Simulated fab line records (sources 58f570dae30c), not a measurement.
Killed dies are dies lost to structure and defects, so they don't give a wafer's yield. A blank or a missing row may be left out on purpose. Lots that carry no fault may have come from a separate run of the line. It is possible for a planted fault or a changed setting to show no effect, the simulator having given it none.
Split-lot study -- flow berkeleyCmos170 -- 23 wafers read across 5 lots, on a route 331 steps long

## THE SPLIT ITSELF
At UCB170_PSD_PEB_04, the setting pebTempC was moved away from the recipe's 130 C on 11 of the 23 wafers read, by -2.4% to +2.0%. For the rest of the wafers, this setting stayed at what the recipe calls for.

## FROM SPLIT TO READING: 1 step shown by the file between the two
- UCB170_PSD_DEVELOP_05: develop time 45 s

## THE READING
cdNm, in nm, at UCB170_PSD_CD_MEAS_06 (target cd 1200 nm). Fault-free wafers of this fab line usually give 1200.4 nm, standard deviation 1.4 nm.

wafer,"tool, chamber at the split","pebTempC as run, C",against the recipe,"cdNm, nm",against lot-mates on the recipe
L077.2,"lithoTrack-04, 0",132.5,+1.9%,1215.8,+16.0
L077.3,"lithoTrack-04, 0",132.5,+1.9%,1214.6,+14.8
L077.4,"lithoTrack-04, 0",130,recipe,1200.4,-
L077.5,"lithoTrack-04, 0",132.5,+1.9%,1212.7,+13.0
L077.6,"lithoTrack-04, 0",130,recipe,1199.1,-
L079.1,"lithoTrack-01, 0",126.9,-2.4%,1177.2,-22.9
L079.2,"lithoTrack-01, 0",126.9,-2.4%,1178.5,-21.6
L079.3,"lithoTrack-01, 0",130,recipe,1199.8,-
L079.5,"lithoTrack-01, 0",126.9,-2.4%,1176.4,-23.7
L079.6,"lithoTrack-01, 0",130,recipe,1200.4,-
L080.1,"lithoTrack-01, 0",130,recipe,1202.3,-
L080.5,"lithoTrack-01, 0",130,recipe,1201.0,-
L080.6,"lithoTrack-01, 0",130,recipe,1200.9,-
L085.1,"lithoTrack-04, 0",130,recipe,1202.8,-
L085.2,"lithoTrack-04, 0",128.4,-1.2%,1188.9,-12.2
L085.4,"lithoTrack-04, 0",128.4,-1.2%,1189.9,-11.2
L085.5,"lithoTrack-04, 0",130,recipe,1199.5,-
L085.6,"lithoTrack-04, 0",128.4,-1.2%,1188.3,-12.9
L083.1,"lithoTrack-01, 0",132.6,+2.0%,1220.1,+17.1
L083.2,"lithoTrack-01, 0",132.6,+2.0%,1218.4,+15.4
L083.4,"lithoTrack-01, 0",130,recipe,1203.4,-
L083.5,"lithoTrack-01, 0",130,recipe,1203.0,-
L083.6,"lithoTrack-01, 0",130,recipe,1202.7,-

THE FIT
A straight line over all 23 wafers: cdNm changes by +8.91 nm for each +1% of pebTempC; r = +0.99; the points scatter about the line by 2 nm.
The same after taking each lot's own level away (the mean of its wafers on the recipe; 23 wafers): +8.74 nm for each +1%; r = +0.99; scatter 1.3 nm.
That fit puts the effect of the largest move of pebTempC on the reading at 21 nm.
From 1199.75 to 1203.03 nm: that is the span of the lots' own levels, equal to 2.3 times the standard deviation above.
Hence the lot-to-lot level has little effect on the slope; both slopes agree.
Check: -21.4 nm against its lot-mates is what the line predicts for one of the wafers moved furthest among these (-2.4%) when that wafer is left out of the fit. Against them it came out at -22.9 nm.

## ADDITIONAL SPLITS CARRIED BY THESE WAFERS
Note: prior to the reading, these wafers also went through further splits. Each is held against what the fit with the lots' levels taken away leaves over:
other split on the same wafers,wafers away from the commonest value,r with cdNm (lot level and that fit taken away)
UCB170_PWELL_CVD_05 timeS,15,+0.00
UCB170_PWELL_ETCH_14 timeS,5,-0.01
UCB170_ACTIVE_PEB_11 pebTempC,5,-0.10
UCB170_PVT_IMPLANT_07 energyKev,6,+0.14
UCB170_GATE_CVD_04 timeS,18,-0.13
UCB170_PLDD_PEB_04 pebTempC,6,-0.15
UCB170_NLDD_IMPLANT_08 doseCm2,6,-0.07

## THE FILE'S OWN FIT
cdNm changes by +8.7 nm for each +1% of pebTempC, r = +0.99.
